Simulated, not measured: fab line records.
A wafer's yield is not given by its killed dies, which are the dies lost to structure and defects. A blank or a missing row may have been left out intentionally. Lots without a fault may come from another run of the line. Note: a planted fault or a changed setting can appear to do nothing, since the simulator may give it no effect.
A struck lot beside a sound one | flow berkeley cmos170 | 14 steps out of a route of 331
Sound: the wafers L799.1, L799.3, L799.6. Wafers L810.3, L810.4, L810.6 were the ones struck. The cause is given at the end.
Each step with rows lists, per side, the tool, then ch with its chambers, then its first start. Under that, the readings that differ: sound wafers | struck wafers | difference of the means | sigmas: that difference in standard deviations of wafers without a fault.
alike: words and numbers the same on both sides, and readings whose means are apart by under 2 such deviations; not compared: readings that were withheld, readings missing a value for some wafer, numbers with overlapping values and no deviation given by the record, and bounds like >300 which may hide the same value.
The two part at a step that has a row with sigmas, a row that says differs or no value, or rows on one side only. Numbers that have no deviation but don't overlap get no sigmas and don't part them. A reading missing from all wafers of one side parts the sides only when that side holds two or more wafers.

UCB170_M2_METAL_ETCH_18: etches Al in Cl2/BCl3, stops on SiO2, target depth 1170 nm, time 195 s.
  sound on rie metal-03 ch 1, day 8 17:13; struck on rie metal-04 ch 0,1, day 11 02:56
  alike: drypump motor current A, oes product au, throttle valve pct
  not compared: rf hours counter h
UCB170_M2_STRIP_19: strips in O2.
  sound on plasma asher-02 ch 0,1, day 8 17:25; struck on plasma asher-02 ch 0,1, day 11 03:06
  alike: drypump motor current A, oes product au
  not compared: rf hours counter h
UCB170_M2_CD_MEAS_90 targets a cd of 700 nm.
  struck on cd sem-02, day 11 03:13; sound on cd sem-02, day 8 17:31
  reading    | sound       | struck      | difference | sigmas
  cd nm (nm) | 697 695 695 | 706 704 703 | +9         | +2
UCB170_V2_CVD_00: deposits SiO2 from TEOS/O2, target thk 2000 nm, time 250 s.
  sound on pecvd-04 ch 0,1,2, day 8 17:38; struck on pecvd-03 ch 0,1, day 11 03:17
  alike: heater power w
UCB170_V2_THK_MEAS_01:
  struck on film metro-02, day 11 03:28; sound on film metro-03, day 8 17:47
  alike: V2_TEOS_THK
UCB170_V2_CMP_02: polishes SiO2.
  sound on cmp-02 ch 0,3, day 8 17:51; struck on cmp-01 ch 0,2,3, day 11 03:33
  alike: motor current A
UCB170_V2_BOW_MEAS_03:
  struck on film metro-03, day 11 03:50; sound on film metro-03, day 8 18:09
  alike: V2_BOW
UCB170_V2_THK_MEAS_04:
  struck on film metro-03, day 11 03:56; sound on film metro-03, day 8 18:16
  alike: V2_POLISHED_THK
then, 4 steps without rows for these wafers: UCB170_V2_CLEAN_05 (cleans in DIW); UCB170_V2_HMDS_06 (prime time 60 s); UCB170_V2_COAT_07 (resist thk 900 nm); UCB170_V2_SOFTBAKE_08 (time 60 s).
UCB170_V2_EXPOSE_09: exposes mask VIA2, target cd 700 nm.
  sound on krf scanner-01 ch 0, day 8 21:23; struck on krf scanner-02, day 11 06:01
  no value came back on the struck wafers for exposure dose mJ cm2, focus offset nm (nm); on the sound wafers exposure dose mJ cm2 reads 36.98 37.01 36.97
  alike: mask
then, 1 step without rows for these wafers: UCB170_V2_PEB_10.

== WHERE THEY PART ==
At UCB170_M2_CD_MEAS_90 first; at UCB170_V2_EXPOSE_09 last (within this record only).

WHY: the cause the simulator had injected
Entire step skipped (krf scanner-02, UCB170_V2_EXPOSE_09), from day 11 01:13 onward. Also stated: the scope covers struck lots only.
